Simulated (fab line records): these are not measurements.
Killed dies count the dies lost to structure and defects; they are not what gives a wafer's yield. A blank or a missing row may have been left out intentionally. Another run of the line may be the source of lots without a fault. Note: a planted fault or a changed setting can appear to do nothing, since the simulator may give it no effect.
Which tool did it? ; flow ritCmos ; Sampling: 13 lots, 39 wafers, 4 of 202 route steps

== WHAT THE GAUGES READ, wafer by wafer ==
RIT_NSD_OVL_MEAS_06.
lot;measured;on;NSD_OVL (nm)
L518;day 2 23:35;overlay-01;2.0 1.1 1.3
L519;day 3 07:58;overlay-01;1.2 1.4 0.9
L521;day 3 21:07;overlay-02;-3.0 -1.5 0.2
L522;day 4 00:53;overlay-01;0.6 2.3 -0.1
L523;day 4 04:14;overlay-01;2.5 0.2 -0.5
L525;day 4 18:15;overlay-01;2.2 1.3 1.2
L527;day 4 22:28;overlay-02;- - -
L535;day 6 16:26;overlay-01;1.6 1.7 0.1
L536;day 6 18:31;overlay-02;3.4 3.7 0.6
L537;day 7 04:11;overlay-02;-2.1 -1.5 -2.7
L538;day 7 07:20;overlay-01;0.7 -0.1 -0.5
L539;day 7 09:51;overlay-01;0.7 -0.2 -1.3
L541;day 7 22:22;overlay-02;0.8 1.0 -1.7

RIT_NSD_TW_MEAS_10.
lot;measured;on;NSD_TW
L518;day 3 00:07;filmMetro-01;3144 3154 3157
L519;day 3 08:29;filmMetro-01;3134 3143 3151
L521;day 3 21:38;filmMetro-02;3100 3093 3092
L522;day 4 01:24;filmMetro-02;3090 3108 3106
L523;day 4 04:46;filmMetro-01;3114 3142 3116
L525;day 4 18:46;filmMetro-01;3146 3139 3122
L527;day 4 22:59;filmMetro-01;30 30 30
L535;day 6 16:56;filmMetro-04;3041 3006 3023
L536;day 6 19:01;filmMetro-02;3137 3117 3123
L537;day 7 04:42;filmMetro-02;3108 3127 3128
L538;day 7 07:51;filmMetro-01;3091 3122 3103
L539;day 7 10:22;filmMetro-04;3045 3041 3029
L541;day 7 22:53;filmMetro-04;3042 3047 3054

RIT_PSD_TW_MEAS_10.
lot;measured;on;PSD_TW
L518;day 3 01:39;filmMetro-01;3455 3464 3475
L519;day 3 10:01;filmMetro-04;3345 3359 3337
L521;day 3 23:03;filmMetro-02;3414 3430 3402
L522;day 4 02:57;filmMetro-04;3366 3381 3374
L523;day 4 06:18;filmMetro-04;3356 3352 3362
L525;day 4 20:21;filmMetro-04;3367 3363 3373
L527;day 5 00:32;filmMetro-02;3629 3635 3651
L535;day 6 18:29;filmMetro-04;3326 3336 3323
L536;day 6 20:26;filmMetro-01;3419 3438 3422
L537;day 7 06:07;filmMetro-02;3417 3417 3416
L538;day 7 09:31;filmMetro-04;3352 3376 3356
L539;day 7 11:52;filmMetro-02;3434 3414 3417
L541;day 8 00:18;filmMetro-01;3450 3461 3459

== WHICH TOOL RAN EACH LOT (tool, then ch and the chambers of the sampled wafers, then the start) ==
lot;RIT_NSD_EXPOSE_03
L518;ilineStepper-01 ch 0, day 2 23:12
L519;ilineStepper-02 ch 0, day 3 07:35
L521;ilineStepper-01 ch 0, day 3 20:43
L522;ilineStepper-02 ch 0, day 4 00:31
L523;ilineStepper-01 ch 0, day 4 03:51
L525;ilineStepper-02 ch 0, day 4 17:51
L527;ilineStepper-01 ch 0, day 4 22:05
L535;ilineStepper-01 ch 0, day 6 15:49
L536;ilineStepper-01 ch 0, day 6 18:07
L537;ilineStepper-02 ch 0, day 7 03:47
L538;ilineStepper-01 ch 0, day 7 06:56
L539;ilineStepper-01 ch 0, day 7 09:29
L541;ilineStepper-02 ch 0, day 7 21:59
- RIT_NSD_EXPOSE_03: exposes mask M9, target cd 40700 nm.

== AS READ BY THE TOOLS THEMSELVES (means over the sampled wafers that have a number; for cases with no such wafer, the mark the record gives instead) ==
The record holds no such reading with a usual standard deviation.

== THE ANSWER, worked out from the rows above alone ==
Rule: the lots themselves supply what counts as usual. Put in order of their means at a reading, lots are off if they are a third of the lots or fewer, leave a main group of 4 or more, and stand apart from it by a gap of 3 or more times the standard deviation of the main group's means; of several such gaps the widest counts. Not used: any main group whose means are identical at the precision the tables above print for the reading. A lot without any number at a reading at which 4 lots or more have one is off too. The other lots that the step has rows for count as sound. After the gauges, taken in route order, come the tools' own readings; for these a lot's mean is taken, as printed above. At the first step where some lot is off, the reading lying furthest off is the one used; lots without a number count as furthest.
Off: L527, seen at RIT_NSD_OVL_MEAS_06 (NSD_OVL). Without a number there: L527. Mean 0.5 nm and standard deviation 1.3 in the main group.
A tool fits if, at a process step before that reading, it ran every lot that is off, and no sound lot after the first of them. Not tried: the gauges at RIT_NSD_OVL_MEAS_06; whatever is off there is also off at RIT_NSD_TW_MEAS_10, on other tools, and gauge error can't account for it. No candidate that was tried fits.

== WHAT THE SIMULATOR HAD PUT IN ==
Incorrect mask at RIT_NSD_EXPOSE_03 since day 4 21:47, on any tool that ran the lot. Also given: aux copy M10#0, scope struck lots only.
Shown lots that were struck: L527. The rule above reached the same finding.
